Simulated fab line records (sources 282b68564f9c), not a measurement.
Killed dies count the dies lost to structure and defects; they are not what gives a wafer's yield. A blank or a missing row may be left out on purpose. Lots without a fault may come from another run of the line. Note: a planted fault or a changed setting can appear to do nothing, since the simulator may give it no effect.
Which tool was responsible? | flow rit cmos | 45 wafers from 15 lots sampled at 5 of the route's 202 steps

== WHAT THE GAUGES SHOWED, per wafer ==
RIT_FOX1_THK_MEAS_01. Usual: FOX1_OXIDE_THK gives 352 nm (standard deviation 6.8).
lot  | measured    | on            | FOX1_OXIDE_THK (nm) | flag
L631 | day 2 03:44 | film metro-01 | 367 360 360         |
L632 | day 2 07:58 | film metro-01 | 356 355 360         |
L634 | day 2 17:57 | film metro-01 | 353 356 359         |
L635 | day 3 00:20 | film metro-01 | 340 343 341         |
L636 | day 3 03:59 | film metro-02 | 351 353 351         |
L637 | day 3 08:58 | film metro-04 | 355 355 354         |
L638 | day 3 13:59 | film metro-01 | 346 343 345         |
L639 | day 3 18:51 | film metro-01 | 353 350 354         |
L641 | day 4 04:52 | film metro-04 | 353 350 352         |
L644 | day 4 19:53 | film metro-02 | 347 347 340         |
L646 | day 5 05:52 | film metro-01 | 350 357 358         |
L648 | day 5 15:55 | film metro-01 | 345 348 339         |
L649 | day 5 22:20 | film metro-02 | 358 353 352         |
L650 | day 6 02:42 | film metro-01 | 347 342 342         |
L652 | day 6 11:53 | film metro-04 | 359 361 368         |

RIT_PWELL_TW_MEAS_10. Usual: PWELL_TW gives 948 (standard deviation 7.8).
lot  | measured    | on            | PWELL_TW    | flag
L631 | day 2 09:25 | film metro-01 | 950 953 950 |
L632 | day 2 13:51 | film metro-01 | 952 949 952 |
L634 | day 2 23:26 | film metro-03 | 952 947 954 |
L635 | day 3 06:11 | film metro-02 | 936 947 940 |
L636 | day 3 09:50 | film metro-03 | 950 951 947 |
L637 | day 3 14:44 | film metro-01 | 953 952 947 |
L638 | day 3 19:42 | film metro-01 | 949 950 946 |
L639 | day 4 00:28 | film metro-02 | 942 939 941 |
L641 | day 4 11:19 | film metro-03 | 957 957 957 |
L644 | day 5 01:48 | film metro-02 | 935 935 934 |
L646 | day 5 11:45 | film metro-01 | 950 955 957 |
L648 | day 5 21:23 | film metro-01 | 30 30 30    | OFF
L649 | day 6 03:53 | film metro-02 | 29 29 29    | OFF
L650 | day 6 08:22 | film metro-03 | 30 30 30    | OFF
L652 | day 6 17:34 | film metro-01 | 937 940 941 |

RIT_CONTACT_OVL_MEAS_09. Usual: CONTACT_OVL gives 0.2 nm (standard deviation 1.2).
lot  | measured    | on         | CONTACT_OVL (nm) | flag
L631 | day 3 14:01 | overlay-01 | 0.8 -1.5 0.1     |
L632 | day 3 18:56 | overlay-02 | -1.0 -0.6 0.3    |
L634 | day 4 05:16 | overlay-01 | 1.7 1.3 0.6      |
L635 | day 4 10:08 | overlay-02 | 0.7 1.3 1.5      |
L636 | day 4 14:29 | overlay-02 | -0.7 0.1 -0.8    |
L637 | day 4 19:21 | overlay-01 | 0.4 -0.3 0.7     |
L638 | day 5 01:22 | overlay-02 | 1.5 2.1 1.9      |
L639 | day 5 05:49 | overlay-01 | 0.8 0.2 0.9      |
L641 | day 5 16:53 | overlay-01 | -2.3 -3.4 -2.1   |
L644 | day 6 09:34 | overlay-02 | -0.3 0.6 0.0     |
L646 | day 6 17:31 | overlay-02 | 1.7 0.7 -0.3     |
L652 | day 7 21:56 | overlay-01 | -0.5 -1.5 -2.7   |

== EACH LOT AND THE TOOL THAT RAN IT (in order: tool; ch and the chambers of the sampled wafers; start) ==
lot  | RIT_NWELL_STRIP_09                  | RIT_PSD_STRIP_09
L631 | plasma asher-04 ch 0,1, day 2 07:30 | plasma asher-04 ch 0,1, day 3 10:47
L632 | plasma asher-01 ch 1, day 2 11:50   | plasma asher-04 ch 0,1, day 3 15:56
L634 | plasma asher-04 ch 1, day 2 21:42   | plasma asher-03 ch 0, day 4 02:16
L635 | plasma asher-04 ch 0,1, day 3 04:13 | plasma asher-03 ch 1, day 4 07:07
L636 | plasma asher-03 ch 0,1, day 3 07:59 | plasma asher-03 ch 0,1, day 4 11:12
L637 | plasma asher-01 ch 0,1, day 3 12:43 | plasma asher-01 ch 0,1, day 4 16:25
L638 | plasma asher-04 ch 0,1, day 3 17:53 | plasma asher-03 ch 0,1, day 4 22:21
L639 | plasma asher-04 ch 0,1, day 3 22:37 | plasma asher-04 ch 0,1, day 5 02:50
L641 | plasma asher-04 ch 0,1, day 4 09:31 | plasma asher-01 ch 0,1, day 5 14:04
L644 | plasma asher-03 ch 0,1, day 4 23:51 | plasma asher-01 ch 0,1, day 6 06:40
L646 | plasma asher-04 ch 0,1, day 5 09:53 | plasma asher-03 ch 0, day 6 14:39
L648 | plasma asher-01 ch 0,1, day 5 19:39 | -
L649 | plasma asher-01 ch 0,1, day 6 02:11 | -
L650 | plasma asher-04 ch 1, day 6 06:37   | -
L652 | plasma asher-03 ch 0,1, day 6 15:43 | plasma asher-04 ch 0,1, day 7 19:02
- RIT_NWELL_STRIP_09: strips in O2, time 180 s.
- RIT_PSD_STRIP_09: strips in O2, time 180 s.

== AS READ BY THE TOOLS THEMSELVES (means over the sampled wafers that have a number; for cases with no such wafer, the mark the record gives instead) ==
RIT_NWELL_STRIP_09. Usual: chamber pressure mTorr 4000 mTorr, standard deviation 3.8; drypump motor current A 5.7 A, standard deviation 0.44.
lot  | tool            | chamber pressure mTorr (mTorr) | drypump motor current A (A) | flag
L631 | plasma asher-04 | 4002                           | 5.4                         |
L632 | plasma asher-01 | 3998                           | 6.3                         |
L634 | plasma asher-04 | 3998                           | 4.9                         |
L635 | plasma asher-04 | 4001                           | 5.4                         |
L636 | plasma asher-03 | 4005                           | 5.9                         |
L637 | plasma asher-01 | 4001                           | 6.1                         |
L638 | plasma asher-04 | 4000                           | 5.4                         |
L639 | plasma asher-04 | 4001                           | 5.2                         |
L641 | plasma asher-04 | 4000                           | 5.2                         |
L644 | plasma asher-03 | 4001                           | 5.9                         |
L646 | plasma asher-04 | 3998                           | 5.4                         |
L648 | plasma asher-01 | -                              | -                           | OFF
L649 | plasma asher-01 | -                              | -                           | OFF
L650 | plasma asher-04 | -                              | -                           | OFF
L652 | plasma asher-03 | 4001                           | 5.7                         |

RIT_PSD_STRIP_09. Usual: chamber pressure mTorr 4001 mTorr, standard deviation 3.4; drypump motor current A 5.6 A, standard deviation 0.42.
lot  | tool            | chamber pressure mTorr (mTorr) | drypump motor current A (A) | flag
L631 | plasma asher-04 | 4003                           | 5.2                         |
L632 | plasma asher-04 | 4000                           | 5.5                         |
L634 | plasma asher-03 | 4002                           | 6.1                         |
L635 | plasma asher-03 | 3999                           | 5.5                         |
L636 | plasma asher-03 | 4001                           | 5.7                         |
L637 | plasma asher-01 | 4001                           | 5.8                         |
L638 | plasma asher-03 | 4000                           | 5.9                         |
L639 | plasma asher-04 | 4002                           | 5.5                         |
L641 | plasma asher-01 | 4003                           | 5.8                         |
L644 | plasma asher-01 | 4001                           | 5.8                         |
L646 | plasma asher-03 | 3998                           | 6.1                         |
L652 | plasma asher-04 | 4001                           | 5.2                         |

== THE ANSWER, worked out from the rows above alone ==
Rule: a lot counts as off when the mean over its wafers that have a number is more than 3 standard deviations away from the usual mean. A lot without any number at a reading at which 4 lots or more have one is off too. All remaining lots with rows at the step are treated as sound. Order of review: gauges by route order, followed by the tools' own readings, for which a lot's mean as printed above is used. The first step at which some lot is off is used, and at that step the reading that is off furthest; a lot without a number counts as furthest.
Off: at RIT_PWELL_TW_MEAS_10 (PWELL_TW), L648, L649, L650.
A tool fits if, at a process step before that reading, it ran every lot that is off, and no sound lot after the first of them. The gauges at RIT_PWELL_TW_MEAS_10 aren't tried: what is off there is off at RIT_NWELL_STRIP_09 too, on other tools, and a gauge's error can't cause that. Of those tried, none fits.

== WHAT THE SIMULATOR PUT IN ==
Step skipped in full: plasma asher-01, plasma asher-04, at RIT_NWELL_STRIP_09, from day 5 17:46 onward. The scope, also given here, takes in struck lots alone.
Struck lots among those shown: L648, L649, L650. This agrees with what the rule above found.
